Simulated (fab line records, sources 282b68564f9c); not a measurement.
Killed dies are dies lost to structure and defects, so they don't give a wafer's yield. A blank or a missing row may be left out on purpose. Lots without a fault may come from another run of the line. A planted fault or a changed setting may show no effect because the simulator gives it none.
fab line records | flow rit_cmos
record lots=13 wafers=39 last_day=7
route steps=202 shown ACTIVE@3 NRETRO@62 REOX@102 CONTACT@173 M1@202
lots that met no fault: from a run of the same line without faults
start_h: hours from the record's first day to the start of the lot's first wafer shown | wait_h: hours since the lot's step before | " the same as in the row above | L1.1+2: a row that stands for several wafers | - no value, or no start given | * or withheld: withheld | < > ~ a bound
route shown NAME@n: a module of which the file shows steps, and the number in the route of the first | usual: mean/standard deviation of fault-free wafers | same: alike in all rows | chamber/n: place in a boat | sites: the reading at each site | _std_site: their standard deviation | _edge_site: outer sites' mean less inner sites' | radius_mm: how far each site lies from the wafer's centre | mask NAME#n: copy n | behind: the tool/chamber that last shaped the wafer | hold: why the lot was held/for how many hours/how that ended | device: the transistor (n, p or np) that didn't switch | end of line: the same wafers' tests at the end of the route | a step without rows: its recipe alone | killed: dies lost to structure and defects at the first sort, not the wafer's yield | map: a wafer's dies, x killed, . not, _ none there
set.NAME: the setting as run; set.NAME@STEP: as run at that earlier step | model.NAME: the simulator's own value behind a step, which no gauge read
steps of the route over a sample of lots; a table a step, a row a wafer
services: from which hour (start_h, from the record's first day; less than 0 if before it) a tool's chamber was out of use, for how many hours, and why
## steps
# step RIT_ACTIVE_THK_MEAS_02
# recipe reads=SiO2_of_ACTIVE_OXIDATION_01
# usual ACTIVE_OXIDE_THK=48.7/0.99
# columns lot.wafer tool chamber start_h wait_h ACTIVE_OXIDE_THK[nm]
L378.3 film_metro-04 - 12.17 0.0 49.6
L378.5 " - " " 49.7
L378.6 " - " " 49.6
L379.1 film_metro-03 - 17.25 0.0 49.2
L379.2 " - " " 49.3
L379.6 " - " " 48.9
L381.1 film_metro-02 - 27.07 0.0 47.8
L381.4 " - " " 47.3
L381.5 " - " " 48.1
L384.1 film_metro-03 - 44.03 0.0 49.1
L384.2 " - " " 49.3
L384.3 " - " " 49.8
L387.3 film_metro-02 - 58.00 0.0 49.8
L387.5 " - " " 50.3
L387.6 " - " " 50.1
L393.1 film_metro-04 - 88.39 0.0 47.9
L393.5 " - " " 48.1
L393.6 " - " " 48.7
L394.2 film_metro-03 - 92.64 0.0 48.3
L394.4 " - " " 48.1
L394.6 " - " " 48.4
L396.1 film_metro-04 - 103.16 0.0 49.0
L396.4 " - " " 48.3
L396.5 " - " " 49.8
L397.4 film_metro-04 - 107.08 0.0 49.4
L397.5 " - " " 49.6
L397.6 " - " " 48.7
L398.2 film_metro-03 - 113.74 0.0 49.3
L398.4 " - " " 48.9
L398.6 " - " " 49.1
L399.1 film_metro-04 - 117.05 0.0 48.8
L399.5 " - " " 48.0
L399.6 " - " " 47.7
L400.2 film_metro-04 - 124.62 0.0 46.9
L400.4 " - " " 47.9
L400.6 " - " " 46.3
L401.2 film_metro-04 - 128.03 0.0 49.5
L401.4 " - " " 49.6
L401.5 " - " " 49.9
# step RIT_NRETRO_STRIP_09
# recipe chemistry=O2 time_s=180 resist=NOVOLAK platen_temp_c=withheld power_w=500 pressure_mtorr=4000 o2_flow_sccm=4000
# usual drypump_motor_current_A=5.8/0.36
# columns lot.wafer tool chamber start_h wait_h drypump_motor_current_A rf_hours_counter_h
L378.3 plasma_asher-02 1 31.31 0.1 5.8 -
L378.5 " 1 " " 5.8 -
L378.6 " 0 " " 5.7 -
L379.1 plasma_asher-01 1 37.18 0.1 6.5 41
L379.2 " 0 " " 5.2 41
L379.6 " 0 " " 5.2 -
L381.1 plasma_asher-01 0 46.58 0.1 5.2 42
L381.4 " 0 " " 5.2 -
L381.5 " 1 " " 6.5 -
L384.1 plasma_asher-04 0 63.47 0.1 6.0 45
L384.2 " 1 " " 5.7 45
L384.3 " 1 " " 5.7 -
L387.3 plasma_asher-04 1 76.53 0.1 5.8 -
L387.5 " 0 " " 6.0 -
L387.6 " 1 " " 5.8 -
L393.1 plasma_asher-04 1 108.57 0.1 5.8 50
L393.5 " 0 " " 6.0 -
L393.6 " 1 " " 5.7 -
L394.2 plasma_asher-04 0 113.53 0.1 6.0 51
L394.4 " 0 " " 6.0 -
L394.6 " 1 " " 5.8 -
L396.1 plasma_asher-01 1 123.82 0.1 6.5 52
L396.4 " 1 " " 6.5 -
L396.5 " 0 " " 5.2 -
L397.4 plasma_asher-02 1 125.95 0.1 5.8 -
L397.5 " 1 " " 5.8 -
L397.6 " 0 " " 5.7 -
L398.2 plasma_asher-04 0 131.37 0.1 6.0 54
L398.4 " 0 " " 6.0 -
L398.6 " 0 " " 6.0 -
L399.1 plasma_asher-02 1 137.58 0.1 5.8 2
L399.5 " 0 " " 5.7 -
L399.6 " 1 " " 5.8 -
L400.2 plasma_asher-04 1 143.07 0.1 5.8 55
L400.4 " 0 " " 6.0 -
L400.6 " 1 " " 5.8 -
L401.2 plasma_asher-02 1 148.69 0.1 5.8 4
L401.4 " 0 " " 5.7 -
L401.5 " 0 " " 5.7 -
# step RIT_REOX_THK_MEAS_04
# recipe reads=SiO2_of_REOX_OXIDATION_03
# usual REOX_OXIDE_THK=25.0/0.38
# columns lot.wafer tool chamber start_h wait_h REOX_OXIDE_THK[nm]
L378.3 film_metro-03 - 43.22 0.0 25.0
L378.5 " - " " 25.2
L378.6 " - " " 25.3
L379.1 film_metro-01 - 50.83 0.0 24.9
L379.2 " - " " 24.8
L379.6 " - " " 25.2
L381.1 film_metro-04 - 56.49 0.0 24.8
L381.4 " - " " 25.0
L381.5 " - " " 25.1
L384.1 film_metro-04 - 74.84 0.0 24.2
L384.2 " - " " 24.4
L384.3 " - " " 24.7
L387.3 film_metro-01 - 87.72 0.0 24.8
L387.5 " - " " 24.8
L387.6 " - " " 25.2
L393.1 film_metro-04 - 122.68 0.0 24.8
L393.5 " - " " 24.9
L393.6 " - " " 24.3
L394.2 film_metro-01 - 126.90 0.0 25.2
L394.4 " - " " 25.0
L394.6 " - " " 25.0
L396.1 film_metro-03 - 134.65 0.0 25.6
L396.4 " - " " 25.3
L396.5 " - " " 24.8
L397.4 film_metro-01 - 136.25 0.0 24.8
L397.5 " - " " 24.9
L397.6 " - " " 24.9
L398.2 film_metro-04 - 146.06 0.0 25.0
L398.4 " - " " 24.7
L398.6 " - " " 24.8
L399.1 film_metro-03 - 151.34 0.0 24.8
L399.5 " - " " 25.4
L399.6 " - " " 25.5
L400.2 film_metro-04 - 156.09 0.0 24.7
L400.4 " - " " 25.2
L400.6 " - " " 24.3
L401.2 film_metro-01 - 159.77 0.0 25.6
L401.4 " - " " 25.5
L401.5 " - " " 25.7
# step RIT_CONTACT_EXPOSE_05
# recipe mask_id=M11 na=0.6 source_shape=conventional sigma_outer=0.5 target_cd_nm=1000 dose_mj=250
# usual exposure_dose_mJ_cm2=250.56/0.25
# columns lot.wafer tool chamber start_h wait_h mask exposure_dose_mJ_cm2
L378.3 iline_stepper-01 0 54.45 0.1 M11#0 250.74
L378.5 " 0 " " M11#0 250.59
L378.6 " 0 " " M11#0 250.61
L379.1 iline_stepper-01 0 61.25 0.1 M11#0 250.69
L379.2 " 0 " " M11#0 250.87
L379.6 " 0 " " M11#0 250.70
L381.1 iline_stepper-02 0 67.53 0.2 M11#0 250.88
L381.4 " 0 " " M11#0 250.83
L381.5 " 0 " " M11#0 251.04
L384.1 iline_stepper-01 0 85.60 0.1 M11#0 250.83
L384.2 " 0 " " M11#0 249.89
L384.3 " 0 " " M11#0 250.71
L387.3 iline_stepper-01 0 98.61 0.1 M11#0 248.18
L387.5 " 0 " " M11#0 247.65
L387.6 " 0 " " M11#0 247.93
L393.1 iline_stepper-02 0 133.14 0.1 M11#0 250.77
L393.5 " 0 " " M11#0 250.75
L393.6 " 0 " " M11#0 250.92
L394.2 iline_stepper-02 0 138.50 0.2 M11#0 250.37
L394.4 " 0 " " M11#0 250.67
L394.6 " 0 " " M11#0 250.64
L396.1 iline_stepper-02 0 144.97 0.1 M11#0 250.64
L396.4 " 0 " " M11#0 250.23
L396.5 " 0 " " M11#0 250.39
L397.4 iline_stepper-02 0 147.13 0.1 M11#0 250.50
L397.5 " 0 " " M11#0 250.55
L397.6 " 0 " " M11#0 250.49
L398.2 iline_stepper-02 0 157.36 0.1 M11#0 250.71
L398.4 " 0 " " M11#0 250.51
L398.6 " 0 " " M11#0 250.64
L399.1 iline_stepper-01 0 162.39 0.2 M11#0 250.12
L399.5 " 0 " " M11#0 250.47
L399.6 " 0 " " M11#0 250.63
L400.2 iline_stepper-02 0 166.63 0.2 M11#0 250.69
L400.4 " 0 " " M11#0 250.37
L400.6 " 0 " " M11#0 250.56
L401.2 iline_stepper-01 0 170.62 0.2 M11#0 250.47
L401.4 " 0 " " M11#0 250.29
L401.5 " 0 " " M11#0 250.25
# step RIT_M1_PROBE_99
# usual killed_at_contacts=0.0/0.22 killed_at_front_end=7/3.3 killed_dies=7/3.3 killed_open=3.3/1.9 killed_short=3.6/2.1
# same gross_dies=264 killed_at_M0_to_M3=0 killed_at_M4_up=0 killed_at_back_side=0 killed_at_other=0
# columns lot.wafer tool chamber start_h wait_h killed_at_contacts killed_at_front_end killed_dies killed_open killed_short
L393.1 prober-02 - 139.01 0.1 0 7 7 3 4
L393.5 prober-02 - 139.21 0.2 0 7 7 1 6
L393.6 prober-02 - 139.26 0.2 0 9 9 2 7
L396.1 prober-01 - 150.66 0.1 0 6 6 2 4
L396.4 prober-01 - 150.81 0.2 0 12 12 5 7
L396.5 prober-01 - 150.86 0.2 0 4 4 0 4
L398.2 prober-01 - 163.13 0.1 0 13 13 5 8
L398.4 prober-01 - 163.23 0.2 0 8 8 3 5
L398.6 prober-01 - 163.33 0.2 0 9 9 3 6
# killed by level:class
L393.1 GATE:geometric_particle:open=2 SILICIDE:geometric_particle:short=2 FOX1:geometric_particle:short=1 FOX1:geometric_particle:open=1 GATE:geometric_particle:short=1
L393.5 GATE:geometric_particle:short=2 FOX1:geometric_particle:short=1 FOX2:geometric_particle:short=1 GATE:geometric_particle:open=1 SPACER:geometric_particle:short=1 SILICIDE:geometric_particle:short=1
L393.6 FOX1:geometric_particle:short=4 GATE:geometric_particle:short=2 SPACER:geometric_particle:open=2 SPACER:geometric_particle:short=1
L396.1 REOX:geometric_particle:short=2 FOX1:geometric_particle:open=1 GATE:geometric_particle:open=1 GATE:geometric_particle:short=1 SPACER:geometric_particle:short=1
L396.4 REOX:geometric_particle:short=3 SPACER:geometric_particle:short=3 GATE:geometric_particle:open=2 FOX1:geometric_particle:open=1 FOX1:geometric_particle:short=1 REOX:geometric_particle:open=1 SPACER:geometric_particle:open=1
L396.5 GATE:geometric_particle:short=2 SILICIDE:geometric_particle:short=2
L398.2 FOX1:geometric_particle:open=3 FOX1:geometric_particle:short=3 GATE:geometric_particle:short=2 FOX2:geometric_particle:short=1 REOX:geometric_particle:open=1 SPACER:geometric_particle:short=1 SILICIDE:geometric_particle:open=1 SILICIDE:geometric_particle:short=1
L398.4 FOX1:geometric_particle:short=2 GATE:geometric_particle:short=2 REOX:geometric_particle:open=2 FOX1:geometric_particle:open=1 REOX:geometric_particle:short=1
L398.6 GATE:geometric_particle:short=4 FOX1:geometric_particle:open=2 FOX1:geometric_particle:short=1 GATE:geometric_particle:open=1 REOX:geometric_particle:short=1
## services
# columns tool chamber start_h hours kind
plasma_asher-04 - 32.25 2.2 repair
iline_stepper-02 - 46.59 15.0 repair
iline_stepper-02 - 61.61 1.7 pm
plasma_asher-02 - 108.75 9.0 pm
plasma_asher-02 0 108.75 9.0 vent_cycle
plasma_asher-02 1 108.75 9.0 vent_cycle
plasma_asher-02 0 117.75 - clean
plasma_asher-02 1 117.75 - clean
plasma_asher-01 - 129.07 1.5 repair
iline_stepper-01 - 130.23 28.9 pm
plasma_asher-04 - 166.80 0.8 repair
## key
first_sign step=RIT_CONTACT_EXPOSE_05 reading=exposure_dose_mJ_cm2 direction=down sigmas=10 usual=250.56 struck=247.92
effect none on later readings
met_at RIT_CONTACT_EXPOSE_05
struck_lots L387
tester_left_out L387
loop_trim step=RIT_CONTACT_EXPOSE_05 setting=dose lots=L387
not_acting_at RIT_ACTIVE_THK_MEAS_02,RIT_NRETRO_STRIP_09,RIT_REOX_THK_MEAS_04
onset_between 85.60 98.61
fault kind=process_parameter_drift tool=iline_stepper-01 chamber=- onset_h=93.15 steps=RIT_CONTACT_EXPOSE_05 channel=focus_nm offset=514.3 spread_by_wafer=0.3 shape=step end_h=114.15
# tester_left_out: of these lots the tester's yield and bins aren't shown, on N5 and GAA mostly nor the transistor test; their killed dies are dies lost to structure and defects alone, not to doping, threshold or leakage, so they don't give the yield
# loop_trim: a control loop set the setting to another value than it would have without faults
